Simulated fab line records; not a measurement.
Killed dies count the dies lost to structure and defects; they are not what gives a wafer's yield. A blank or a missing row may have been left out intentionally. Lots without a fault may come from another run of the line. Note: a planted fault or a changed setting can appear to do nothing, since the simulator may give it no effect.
Which tool is to blame?	flow berkeley-cmos170	14 lots with 42 wafers sampled at 6 steps, on a route of 331 steps

## WHAT EACH GAUGE READ, for each wafer
UCB170_GATE_OVL_MEAS_13.
lot	measured	on	GATE_OVL (nm)
L231	day 7 00:32	overlay-02	3 4 2
L233	day 7 20:23	overlay-01	-9 -2 -4
L234	day 7 20:38	overlay-02	1 -1 2
L236	day 8 04:52	overlay-01	-1 6 -3
L235	day 8 04:59	overlay-02	-8 -7 -3
L237	day 8 05:08	overlay-02	10 8 3
L238	day 8 23:58	overlay-02	-6 2 -7
L241	day 9 11:11	overlay-02	5 3 3
L246	day 10 08:53	overlay-01	4 4 8
L245	day 10 09:06	overlay-02	1 3 8
L248	day 11 07:54	overlay-02	7 6 8
L251	day 11 15:01	overlay-01	6 1 -2
L250	day 11 15:02	overlay-02	2 0 0
L253	day 11 15:24	overlay-01	8 7 7

UCB170_SILICIDE_RS_MEAS_02: measurement is done with a four-point probe.
lot	measured	on	SILICIDE_TI_RS (ohm/sq)
L231	day 7 20:43	film-metro-03	25.89 25.82 25.75
L233	day 8 13:33	film-metro-03	26.18 26.19 25.87
L234	day 8 13:45	film-metro-02	25.99 25.97 26.05
L236	day 9 00:19	film-metro-03	26.10 26.04 25.96
L235	day 9 00:47	film-metro-03	26.01 26.04 26.14
L237	day 9 00:27	film-metro-03	26.23 26.22 26.20
L238	day 9 17:50	film-metro-03	26.06 26.10 26.11
L241	day 10 08:52	film-metro-03	26.15 41.77 41.64
L246	day 11 08:33	film-metro-04	42.04 26.37 26.21
L245	day 11 08:02	film-metro-03	25.99 26.34 26.16
L248	day 11 22:25	film-metro-03	25.92 26.01 25.93
L251	day 12 09:01	film-metro-04	26.41 26.29 26.20
L250	day 12 08:58	film-metro-02	26.06 25.96 25.83
L253	day 12 09:40	film-metro-03	26.44 26.54 26.18

UCB170_SILICIDE_THK_MEAS_03: measures by xrf.
lot	measured	on	SILICIDE_TI_THK (nm)
L231	day 7 20:50	film-metro-03	30.29 30.52 30.54
L233	day 8 13:40	film-metro-03	29.88 29.99 30.24
L234	day 8 13:52	film-metro-02	30.18 30.30 30.07
L236	day 9 00:25	film-metro-03	30.02 30.15 30.38
L235	day 9 00:53	film-metro-03	30.20 30.25 30.15
L237	day 9 00:34	film-metro-03	29.91 29.86 30.09
L238	day 9 17:57	film-metro-03	30.19 30.22 30.04
L241	day 10 08:58	film-metro-03	30.15 20.39 20.44
L246	day 11 08:38	film-metro-04	20.28 30.04 30.01
L245	day 11 08:10	film-metro-03	30.10 29.86 30.00
L248	day 11 22:32	film-metro-03	30.20 30.23 30.32
L251	day 12 09:08	film-metro-04	30.12 30.12 30.24
L250	day 12 09:05	film-metro-02	30.21 30.45 30.57
L253	day 12 09:47	film-metro-03	29.95 29.73 30.11

UCB170_M1_THK_MEAS_02: measures by xrf.
lot	measured	on	M1_AL_THK (nm)
L231	day 8 05:56	film-metro-02	606 607 604
L233	day 8 18:27	film-metro-02	591 589 585
L234	day 8 19:31	film-metro-04	594 590 594
L236	day 9 05:48	film-metro-01	610 602 604
L235	day 9 08:25	film-metro-01	594 588 583
L237	day 9 07:34	film-metro-01	600 597 604
L238	day 9 22:49	film-metro-02	598 598 596
L241	day 10 17:25	film-metro-02	585 586 588
L246	day 11 16:11	film-metro-04	587 583 589
L245	day 11 16:10	film-metro-02	586 584 590
L248	day 12 04:00	film-metro-02	602 596 599
L251	day 12 14:55	film-metro-02	603 602 601
L250	day 12 14:34	film-metro-04	601 591 596
L253	day 12 15:44	film-metro-04	595 598 593

## TOOL THAT RAN EACH LOT (tool first, then ch and the chambers of the sampled wafers, then the start)
lot	UCB170_NLDD_STRIP_10	UCB170_SILICIDE_SPUTTER_01
L231	plasma-asher-02 ch 0,1, day 7 06:58	pvd-sputter-02, day 7 20:41
L233	plasma-asher-02 ch 0,1, day 8 03:06	pvd-sputter-03, day 8 13:31
L234	plasma-asher-03 ch 0,1, day 8 03:22	pvd-sputter-02, day 8 13:42
L236	plasma-asher-02 ch 0,1, day 8 09:59	pvd-sputter-02, day 9 00:14
L235	plasma-asher-02 ch 0,1, day 8 10:27	pvd-sputter-03, day 9 00:43
L237	plasma-asher-03 ch 0,1, day 8 10:41	pvd-sputter-01, day 9 00:25
L238	plasma-asher-02 ch 1, day 9 03:46	pvd-sputter-03, day 9 17:47
L241	plasma-asher-03 ch 0,1, day 9 18:20	pvd-sputter-03, day 10 08:45
L246	plasma-asher-03 ch 0,1, day 10 16:11	pvd-sputter-03, day 11 08:28
L245	plasma-asher-04 ch 0,1, day 10 16:16	pvd-sputter-02, day 11 08:01
L248	plasma-asher-02 ch 0,1, day 11 12:48	pvd-sputter-01, day 11 22:23
L251	plasma-asher-02 ch 0,1, day 11 19:33	pvd-sputter-01, day 12 08:58
L250	plasma-asher-03 ch 0,1, day 11 19:20	pvd-sputter-02, day 12 08:56
L253	plasma-asher-04 ch 0,1, day 11 20:45	pvd-sputter-02, day 12 09:38
- UCB170_NLDD_STRIP_10: strips in O2.
- UCB170_SILICIDE_SPUTTER_01: material Ti, target thk 30 nm, time 25 s.

## WHAT THE TOOLS THEMSELVES READ (means of the sampled wafers that have a number; where no wafer has one, the mark that the record gives instead)
UCB170_NLDD_STRIP_10.
lot	tool	drypump-motor-current-A (A)	oes-product-au (a.u.)	strip-time-to-endpoint-s (s)
L231	plasma-asher-02	6.1	0.733	21.62
L233	plasma-asher-02	6.4	0.735	21.61
L234	plasma-asher-03	4.8	0.733	21.51
L236	plasma-asher-02	6.4	0.736	21.68
L235	plasma-asher-02	6.1	0.736	21.59
L237	plasma-asher-03	4.8	0.736	21.53
L238	plasma-asher-02	5.8	0.738	21.67
L241	plasma-asher-03	4.8	0.731	21.67
L246	plasma-asher-03	4.8	0.732	21.61
L245	plasma-asher-04	5.1	0.735	21.54
L248	plasma-asher-02	6.1	0.737	21.51
L251	plasma-asher-02	6.1	0.731	21.61
L250	plasma-asher-03	4.8	0.733	21.71
L253	plasma-asher-04	5.1	0.728	21.64

UCB170_SILICIDE_SPUTTER_01.
lot	tool	throttle-valve-pct (%)
L231	pvd-sputter-02	30.5
L233	pvd-sputter-03	30.8
L234	pvd-sputter-02	30.8
L236	pvd-sputter-02	30.7
L235	pvd-sputter-03	30.7
L237	pvd-sputter-01	30.0
L238	pvd-sputter-03	30.4
L241	pvd-sputter-03	30.8
L246	pvd-sputter-03	30.6
L245	pvd-sputter-02	30.9
L248	pvd-sputter-01	30.1
L251	pvd-sputter-01	30.0
L250	pvd-sputter-02	30.9
L253	pvd-sputter-02	31.0

## THE ANSWER, worked out from the rows above alone
Rule: the usual values come from the lots themselves. Put in order of their means at a reading, lots are off if they are a third of the lots or fewer, leave a main group of 4 or more, and stand apart from it by a gap of 3 or more times the standard deviation of the main group's means; of several such gaps the widest counts. Not used: any main group whose means are identical at the precision the tables above print for the reading. Also off: a lot with no number at a reading for which 4 or more lots have one. Any other lot the step has rows for is counted as sound. Order of review: gauges by route order, followed by the tools' own readings, for which a lot's mean as printed above is used. At the first step where some lot is off, the reading lying furthest off is the one used; lots without a number count as furthest.
Off: L241, L246, at UCB170_SILICIDE_RS_MEAS_02 (SILICIDE_TI_RS). Mean 26.09 ohm/sq and standard deviation 0.15 in the main group.
If a tool, at a process step before that reading, ran all the lots that are off and no sound lot after the first of them, it fits. Gauges at UCB170_SILICIDE_RS_MEAS_02: tried the same way as those tools. One fits: pvd-sputter-03 at UCB170_SILICIDE_SPUTTER_01. Its last sound lot is L238 (day 9 17:47), its first lot that is off L241 (day 10 08:45): a fault that began between those two fits.

## WHAT WAS PUT IN BY THE SIMULATOR
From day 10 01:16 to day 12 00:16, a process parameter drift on pvd-sputter-03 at UCB170_SILICIDE_SPUTTER_01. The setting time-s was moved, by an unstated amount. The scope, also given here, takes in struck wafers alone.
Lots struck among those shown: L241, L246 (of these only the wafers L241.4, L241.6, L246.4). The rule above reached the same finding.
